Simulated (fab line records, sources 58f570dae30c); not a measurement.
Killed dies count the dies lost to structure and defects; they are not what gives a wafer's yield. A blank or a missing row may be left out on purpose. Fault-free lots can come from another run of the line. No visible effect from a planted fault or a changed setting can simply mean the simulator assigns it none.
Which tool did it?	flow berkeleyCmos170	14 lots, 42 wafers sampled, at 1 step of a route of 331

WHAT THE GAUGES SHOWED, per wafer
UCB170_NLDD_OVL_MEAS_07.
lot	measured	on	NLDD_OVL (nm)
L734	day 7 19:03	overlay-02	18 11 12
L735	day 7 20:20	overlay-01	3 4 -1
L737	day 7 22:26	overlay-01	2 6 6
L739	day 9 10:12	overlay-01	5 2 5
L746	day 9 18:37	overlay-02	11 16 5
L743	day 9 18:58	overlay-01	10 1 -6
L748	day 11 03:08	overlay-01	10 10 8
L750	day 11 03:25	overlay-01	8 9 18
L752	day 11 03:37	overlay-02	4 0 5
L751	day 11 03:49	overlay-01	8 4 11
L753	day 11 19:59	overlay-02	4 1 7
L755	day 11 20:31	overlay-02	5 0 4
L754	day 11 21:04	overlay-02	-4 -6 -14
L757	day 12 12:59	overlay-01	7 0 9

TOOL THAT RAN EACH LOT (tool first, then ch and the chambers of the sampled wafers, then the start)
The record holds no process step before these readings.

AS READ BY THE TOOLS THEMSELVES (means over the sampled wafers that have a number; for cases with no such wafer, the mark the record gives instead)
The record holds no such reading with a usual standard deviation.

THE ANSWER, worked out from the rows above alone
Rule: the lots themselves supply what counts as usual. Put in order of their means at a reading, lots are off if they are a third of the lots or fewer, leave a main group of 4 or more, and stand apart from it by a gap of 3 or more times the standard deviation of the main group's means; of several such gaps the widest counts. A main group is skipped when, at the precision printed for the reading in the tables above, its means are all equal. Also off: a lot with no number at a reading for which 4 or more lots have one. All remaining lots with rows at the step are treated as sound. After the gauges, taken in route order, come the tools' own readings; for these a lot's mean is taken, as printed above. At the first step where some lot is off, the reading lying furthest off is the one used; lots without a number count as furthest.
Across all readings shown, no lot is off: no conclusion can be drawn from this.

WHAT WAS PUT IN BY THE SIMULATOR
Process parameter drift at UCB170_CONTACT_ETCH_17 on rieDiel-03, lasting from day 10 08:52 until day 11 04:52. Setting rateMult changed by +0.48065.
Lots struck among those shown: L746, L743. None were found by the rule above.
